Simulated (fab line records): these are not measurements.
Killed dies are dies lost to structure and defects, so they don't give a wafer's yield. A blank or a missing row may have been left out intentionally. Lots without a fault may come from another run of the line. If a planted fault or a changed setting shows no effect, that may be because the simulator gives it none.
fab line records / flow berkeley-cmos170
[record] lots = 14 wafers = 40 last-day = 14
route steps=331 shown PLDD@145
lots that met no fault: taken from a fault-free run of the same line
start-h: hours from the record's opening day to when the first of the lot's shown wafers began / wait-h: how many hours have passed since the lot's step before this one / " as in the row above / L1.1+2: one row covering several wafers at once / - either no value or no given start / * or withheld: withheld / < > ~ a bound
route shown NAME@n: NAME is a module with steps in the file, n the number in the route of the first one / usual: mean/standard deviation taken from wafers without a fault / same: alike in all rows / chamber/n: place in a boat / sites: the reading at each site / _std_site: standard deviation of those values / _edge_site: the outer-site mean with the inner-site mean subtracted / radius-mm: for every site, how far away it sits from the centre of the wafer / mask NAME#n: copy n / behind: the most recent tool/chamber to have shaped the wafer / hold: reason for holding the lot/hours on hold/outcome of the hold / device: names the non-switching transistor (n, p or np) / end of line: the same wafers' tests at the end of the route / a step given without rows: its recipe and nothing more / killed: count of dies lost to structure and defects at first sort (not the wafer's yield) / map: dies across one wafer; x = killed, . = not, _ = none there
set.NAME: the setting as run; set.NAME@STEP: as run at that earlier step / model.NAME: the simulator's own value behind a step, which no gauge read
route steps across a sampled set of lots; one table per step, one row per wafer
[[steps]]
[step UCB170_PLDD_HMDS_00]
[recipe] prime-time-s = 60 prime-temp-c = 100
[usual] prime-temp-c = 100.01/0.14
lot.wafer=L361.2 tool=litho-track-03 chamber=0 start-h=179.08 wait-h=0.0 prime-temp-c=100.26
lot.wafer=L361.4 tool=litho-track-03 chamber=0 start-h=179.08 wait-h=0.0 prime-temp-c=99.88
lot.wafer=L361.5 tool=litho-track-03 chamber=0 start-h=179.08 wait-h=0.0 prime-temp-c=100.10
lot.wafer=L360.1 tool=litho-track-02 chamber=0 start-h=179.24 wait-h=0.0 prime-temp-c=99.76
lot.wafer=L360.2 tool=litho-track-02 chamber=0 start-h=179.24 wait-h=0.0 prime-temp-c=99.92
lot.wafer=L360.5 tool=litho-track-02 chamber=0 start-h=179.24 wait-h=0.0 prime-temp-c=99.99
lot.wafer=L362.2 tool=litho-track-01 chamber=0 start-h=179.46 wait-h=0.0 prime-temp-c=100.21
lot.wafer=L362.3 tool=litho-track-01 chamber=0 start-h=179.46 wait-h=0.0 prime-temp-c=99.95
lot.wafer=L362.4 tool=litho-track-01 chamber=0 start-h=179.46 wait-h=0.0 prime-temp-c=100.08
lot.wafer=L363.2 tool=litho-track-02 chamber=0 start-h=179.72 wait-h=0.1 prime-temp-c=100.08
lot.wafer=L363.4 tool=litho-track-02 chamber=0 start-h=179.72 wait-h=0.1 prime-temp-c=99.93
lot.wafer=L363.5 tool=litho-track-02 chamber=0 start-h=179.72 wait-h=0.1 prime-temp-c=99.96
lot.wafer=L365.2 tool=litho-track-03 chamber=0 start-h=187.88 wait-h=0.0 prime-temp-c=100.17
lot.wafer=L365.3 tool=litho-track-03 chamber=0 start-h=187.88 wait-h=0.0 prime-temp-c=100.10
lot.wafer=L365.5 tool=litho-track-03 chamber=0 start-h=187.88 wait-h=0.0 prime-temp-c=100.24
lot.wafer=L366.4 tool=litho-track-02 chamber=0 start-h=188.18 wait-h=0.1 prime-temp-c=99.89
lot.wafer=L366.5 tool=litho-track-02 chamber=0 start-h=188.18 wait-h=0.1 prime-temp-c=99.75
lot.wafer=L366.6 tool=litho-track-02 chamber=0 start-h=188.18 wait-h=0.1 prime-temp-c=99.78
lot.wafer=L364.2 tool=litho-track-02 chamber=0 start-h=188.58 wait-h=0.3 prime-temp-c=100.13
lot.wafer=L364.3 tool=litho-track-02 chamber=0 start-h=188.58 wait-h=0.3 prime-temp-c=100.19
lot.wafer=L364.4 tool=litho-track-02 chamber=0 start-h=188.58 wait-h=0.3 prime-temp-c=100.25
lot.wafer=L367.1 tool=litho-track-03 chamber=0 start-h=196.14 wait-h=0.5 prime-temp-c=99.99
lot.wafer=L367.3 tool=litho-track-03 chamber=0 start-h=196.14 wait-h=0.5 prime-temp-c=99.80
lot.wafer=L367.4 tool=litho-track-03 chamber=0 start-h=196.14 wait-h=0.5 prime-temp-c=100.08
lot.wafer=L369.2 tool=litho-track-02 chamber=0 start-h=204.48 wait-h=0.1 prime-temp-c=99.97
lot.wafer=L369.3 tool=litho-track-02 chamber=0 start-h=204.48 wait-h=0.1 prime-temp-c=100.15
lot.wafer=L369.4 tool=litho-track-02 chamber=0 start-h=204.48 wait-h=0.1 prime-temp-c=100.14
lot.wafer=L371.1 tool=litho-track-02 chamber=0 start-h=221.07 wait-h=0.4 prime-temp-c=100.18
lot.wafer=L371.2 tool=litho-track-02 chamber=0 start-h=221.07 wait-h=0.4 prime-temp-c=100.19
lot.wafer=L371.4 tool=litho-track-02 chamber=0 start-h=221.07 wait-h=0.4 prime-temp-c=100.02
lot.wafer=L378.6 tool=litho-track-02 chamber=0 start-h=249.84 wait-h=0.5 prime-temp-c=100.64
lot.wafer=L376.3 tool=litho-track-02 chamber=0 start-h=250.21 wait-h=0.3 prime-temp-c=100.94
lot.wafer=L376.4 tool=litho-track-02 chamber=0 start-h=250.21 wait-h=0.3 prime-temp-c=100.75
lot.wafer=L376.5 tool=litho-track-02 chamber=0 start-h=250.21 wait-h=0.3 prime-temp-c=100.74
lot.wafer=L381.2 tool=litho-track-01 chamber=0 start-h=265.45 wait-h=0.5 prime-temp-c=100.02
lot.wafer=L381.3 tool=litho-track-01 chamber=0 start-h=265.45 wait-h=0.5 prime-temp-c=100.02
lot.wafer=L381.6 tool=litho-track-01 chamber=0 start-h=265.45 wait-h=0.5 prime-temp-c=99.90
lot.wafer=L380.1 tool=litho-track-01 chamber=0 start-h=295.97 wait-h=0.3 prime-temp-c=100.09
lot.wafer=L380.3 tool=litho-track-01 chamber=0 start-h=295.97 wait-h=0.3 prime-temp-c=100.19
lot.wafer=L380.5 tool=litho-track-01 chamber=0 start-h=295.97 wait-h=0.3 prime-temp-c=99.89
[[key]]
[first-sign] step = UCB170_PLDD_HMDS_00 reading = prime-temp-c direction = up sigmas = 5.6 usual = * struck = *
effect none on later readings
met-at UCB170_PLDD_HMDS_00
struck-lots L376,L378
tester-left-out L376,L378
onset-between 221.07 249.84
[fault] kind = process-parameter-drift tool = litho-track-02 chamber = - onset-h = 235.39 steps = UCB170_PLDD_HMDS_00 channel = prime-temp-c offset = * shape = step end-h = 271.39 acts-in = * stated = *
// tester-left-out: of these lots the tester's yield and bins aren't shown, on N5 and GAA mostly nor the transistor test; their killed dies are dies lost to structure and defects alone, not to doping, threshold or leakage, so they don't give the yield
